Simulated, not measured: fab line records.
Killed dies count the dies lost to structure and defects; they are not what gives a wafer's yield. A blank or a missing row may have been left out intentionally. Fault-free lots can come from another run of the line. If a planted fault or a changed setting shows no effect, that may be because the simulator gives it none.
Comparing a struck lot with a sound one ; flow berkeley cmos170 ; 19 steps out of a route of 331
Sound: the wafers L490.2, L490.3, L490.4. Wafers L499.2, L499.3, L499.5 were the ones struck. Last of all comes the cause.
Each step with rows lists, per side, the tool, then ch with its chambers, then its first start. Under that, the readings that differ: sound wafers ; struck wafers ; difference of the means ; sigmas: that difference in standard deviations of wafers without a fault.
alike: readings whose means differ by less than 2 such deviations, and words and numbers that are the same on both sides. not compared: withheld readings, readings that some wafer has no value for, bounds like >300 that may hide the same value, and numbers for which the record gives no deviation and whose values overlap.
Wherever a step has rows on one side only, a row that says differs or no value, or a row with sigmas, the two part there. When numbers do not overlap yet have no deviation, they are printed without sigmas and do not part them. A reading missing from all wafers of one side parts the sides only when that side holds two or more wafers.

UCB170_ZERO_STRIP_07: strips in O2.
  sound on plasma asher-03 ch 0,1, day 1 17:26; struck on plasma asher-04 ch 0,1, day 3 20:04
  alike: drypump motor current A, o2 flow sccm, oes product au, strip time to endpoint s
  not compared: rf hours counter h
then, 2 steps without rows for these wafers: UCB170_NWELL_WET_ETCH_00 (etches SiO2 in dHF, time 200 s); UCB170_NWELL_OXIDATION_01 (target thk 26.4 nm, ox time 1260 s).
UCB170_NWELL_THK_MEAS_02:
  sound: film metro-01 at day 1 19:26; struck: film metro-02 at day 4 00:18
  alike: NWELL_OXIDE_THK
then, 2 steps without rows for these wafers: UCB170_NWELL_ANNEAL_03 (time 900 s); UCB170_NWELL_CVD_04 (deposits Si3N4 from SiH2Cl2/NH3, target thk 224 nm, time 3360 s).
UCB170_NWELL_THK_MEAS_05:
  sound: film metro-03 at day 2 01:27; struck: film metro-03 at day 4 07:39
  alike: NWELL_NITRIDE_THK
then, 5 steps without rows for these wafers: UCB170_NWELL_HMDS_06 (prime time 60 s); UCB170_NWELL_COAT_07 (resist thk 900 nm); UCB170_NWELL_SOFTBAKE_08 (time 60 s); UCB170_NWELL_EXPOSE_09 (exposes mask NWELL, target cd 3000 nm); UCB170_NWELL_PEB_10.
UCB170_NWELL_DEVELOP_11: develop time 45 s.
  sound on litho track-04 ch 0, day 2 02:00; struck on litho track-01 ch 0, day 4 08:00
  alike: developer temp C
UCB170_NWELL_OVL_MEAS_12:
  sound: overlay-02 at day 2 02:41; struck: overlay-02 at day 4 08:33
  alike: NWELL_OVL
UCB170_NWELL_ETCH_13: etches Si3N4 in CH3F/Ar/O2, stops on SiO2, target depth 246.4 nm, time 154 s.
  sound on rie diel-04 ch 0,2,3, day 2 02:43; struck on rie diel-03 ch 0,1, day 4 08:35
  alike: O2_flow_sccm, drypump motor current A, oes product au, throttle valve pct
  not compared: rf hours counter h
after that, 1 step had no rows for these wafers: UCB170_NWELL_IMPLANT_14.
UCB170_NWELL_STRIP_15: strips in O2.
  sound on plasma asher-02 ch 0,1, day 2 02:58; struck on plasma asher-02 ch 0,1, day 4 08:50
  alike: drypump motor current A, o2 flow sccm, oes product au, strip time to endpoint s
  not compared: rf hours counter h
UCB170_NWELL_TW_MEAS_16:
  sound: film metro-02 at day 2 03:05; struck: film metro-01 at day 4 08:56
reading;sound;struck;difference;sigmas
NWELL_TW;1256 1253 1259;427 412 420;-836;-99 or more
then, 1 step without rows for these wafers: UCB170_NWELL_CLEAN_17 (cleans in SPM, time 600 s).

## WHERE THEY PART
Within this record, at UCB170_NWELL_TW_MEAS_16 only.

WHY: what the simulator had put in
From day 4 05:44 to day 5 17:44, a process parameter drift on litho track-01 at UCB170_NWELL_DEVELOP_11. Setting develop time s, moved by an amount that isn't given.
